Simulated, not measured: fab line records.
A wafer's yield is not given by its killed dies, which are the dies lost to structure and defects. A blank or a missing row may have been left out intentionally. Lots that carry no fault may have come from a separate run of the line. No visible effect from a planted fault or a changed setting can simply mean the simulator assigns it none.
Tool commonality check | flow rit cmos | Sample size 14 lots and 48 wafers

== WHY IT WAS OPENED ==
2 of 14 lots carry a flag on the reading NLDD_TW at RIT_NLDD_TW_MEAS_10. No-fault wafers: 2484, standard deviation 11.
Rule: a lot is flagged in two cases, either no wafer of it has a number, or all its wafers with numbers fall more than 4 standard deviations from that mean. The other lots count as sound.

lot  | measured    | on            | NLDD_TW, wafer by wafer       | flag
L522 | day 3 00:35 | film metro-04 | 2505 2482 2490                |
L524 | day 3 05:49 | film metro-02 | 2486 2479 2487                |
L526 | day 3 16:49 | film metro-03 | 2473 2473 2480                |
L533 | day 5 08:28 | film metro-02 | 2752 2765 2755 2754 2765 2770 | FLAGGED
L534 | day 5 12:17 | film metro-04 | 2782 2763 2782 2763 2785 2794 | FLAGGED
L535 | day 5 17:35 | film metro-03 | 2485 2485 2487                |
L536 | day 5 23:27 | film metro-04 | 2500 2502 2506                |
L537 | day 6 02:10 | film metro-02 | 2481 2472 2478                |
L538 | day 6 08:14 | film metro-04 | 2471 2465 2476                |
L539 | day 6 13:07 | film metro-02 | 2490 2494 2478                |
L540 | day 6 17:20 | film metro-04 | 2482 2462 2491                |
L542 | day 7 05:31 | film metro-02 | 2472 2478 2464                |
L543 | day 7 07:56 | film metro-03 | 2476 2475 2476                |
L545 | day 7 19:00 | film metro-04 | 2473 2484 2495                |
The numbers of the flagged lots are 2769 on average: +285 against the usual, or +26 standard deviations.

== WHICH TOOL EACH LOT WENT THROUGH ==
2 process steps preceding the reading are held in the record, out of 202 steps in the route. Every cell lists first the tool, next ch and the chambers used by the sampled wafers, and last the start.
lot  | flag    | RIT_GATE_STRIP_20                   | RIT_NLDD_IMPLANT_08
L522 |         | plasma asher-01 ch 1, day 2 18:58   | implanter-03 ch 0, day 3 00:16
L524 |         | plasma asher-04 ch 0,1, day 3 00:14 | implanter-03 ch 0, day 3 05:31
L526 |         | plasma asher-04 ch 0, day 3 10:43   | implanter-03 ch 0, day 3 16:31
L533 | FLAGGED | plasma asher-04 ch 0,1, day 5 02:53 | implanter-03 ch 0, day 5 08:09
L534 | FLAGGED | plasma asher-04 ch 0,1, day 5 05:09 | implanter-03 ch 0, day 5 12:00
L535 |         | plasma asher-03 ch 0,1, day 5 12:40 | implanter-01 ch 0, day 5 17:17
L536 |         | plasma asher-01 ch 0,1, day 5 17:57 | implanter-01 ch 0, day 5 23:08
L537 |         | plasma asher-04 ch 0,1, day 5 21:13 | implanter-02 ch 0, day 6 01:52
L538 |         | plasma asher-03 ch 0,1, day 6 01:59 | implanter-02 ch 0, day 6 07:55
L539 |         | plasma asher-03 ch 0,1, day 6 08:19 | implanter-01 ch 0, day 6 12:48
L540 |         | plasma asher-04 ch 0,1, day 6 12:16 | implanter-01 ch 0, day 6 17:01
L542 |         | plasma asher-01 ch 0,1, day 7 00:45 | implanter-02 ch 0, day 7 05:11
L543 |         | plasma asher-03 ch 0,1, day 7 03:17 | implanter-02 ch 0, day 7 07:37
L545 |         | plasma asher-01 ch 1, day 7 13:55   | implanter-02 ch 0, day 7 18:41
These steps, and what they do:
- RIT_GATE_STRIP_20: strips in O2, time 180 s.
- RIT_NLDD_IMPLANT_08
- RIT_NLDD_TW_MEAS_10

== FLAGGED OVER TOTAL, TOOL BY TOOL (the gauges that took the reading come last) ==
step                | tool            | lots run | flagged | share of the flagged lots | sound lots run after its first flagged lot
RIT_GATE_STRIP_20   | plasma asher-01 | 4        | 0       | none                      | -
RIT_GATE_STRIP_20   | plasma asher-03 | 4        | 0       | none                      | -
RIT_GATE_STRIP_20   | plasma asher-04 | 6        | 2       | all                       | 2 (L537,L540)
RIT_NLDD_IMPLANT_08 | implanter-01    | 4        | 0       | none                      | -
RIT_NLDD_IMPLANT_08 | implanter-02    | 5        | 0       | none                      | -
RIT_NLDD_IMPLANT_08 | implanter-03    | 5        | 2       | all                       | 0
RIT_NLDD_TW_MEAS_10 | film metro-02   | 5        | 1       | some                      | 3 (L537,L539,L542)
RIT_NLDD_TW_MEAS_10 | film metro-03   | 3        | 0       | none                      | -
RIT_NLDD_TW_MEAS_10 | film metro-04   | 6        | 1       | some                      | 4 (L536,L538,L540,L545)

== THE TABLE: WHAT IT ALLOWS ==
Table rows that saw every flagged lot: 2, namely plasma asher-04 at RIT_GATE_STRIP_20 and implanter-03 at RIT_NLDD_IMPLANT_08.
- plasma asher-04 at RIT_GATE_STRIP_20: 2 of its 6 lots flagged. Sound lots ran on it after the first flagged one (L537, L540), which a lasting fault on the whole tool wouldn't allow.
- implanter-03 at RIT_NLDD_IMPLANT_08: 2 of its 5 lots flagged. Last sound lot L526 at day 3 16:31, first flagged lot L533 at day 5 08:09; a fault beginning in between fits. Its own readings lie more than 4 standard deviations out on every wafer of the flagged lots: dose ions cm2, faraday current uA.
Left over: one tool, implanter-03 at RIT_NLDD_IMPLANT_08.

== WHAT WAS PUT IN BY THE SIMULATOR ==
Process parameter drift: implanter-03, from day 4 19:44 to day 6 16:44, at RIT_NLDD_IMPLANT_08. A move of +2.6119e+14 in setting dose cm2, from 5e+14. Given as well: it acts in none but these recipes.
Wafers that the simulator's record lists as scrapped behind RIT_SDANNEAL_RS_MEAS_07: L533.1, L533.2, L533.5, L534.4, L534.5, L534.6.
Lots struck among those shown: L533, L534. Same finding as the rule above.
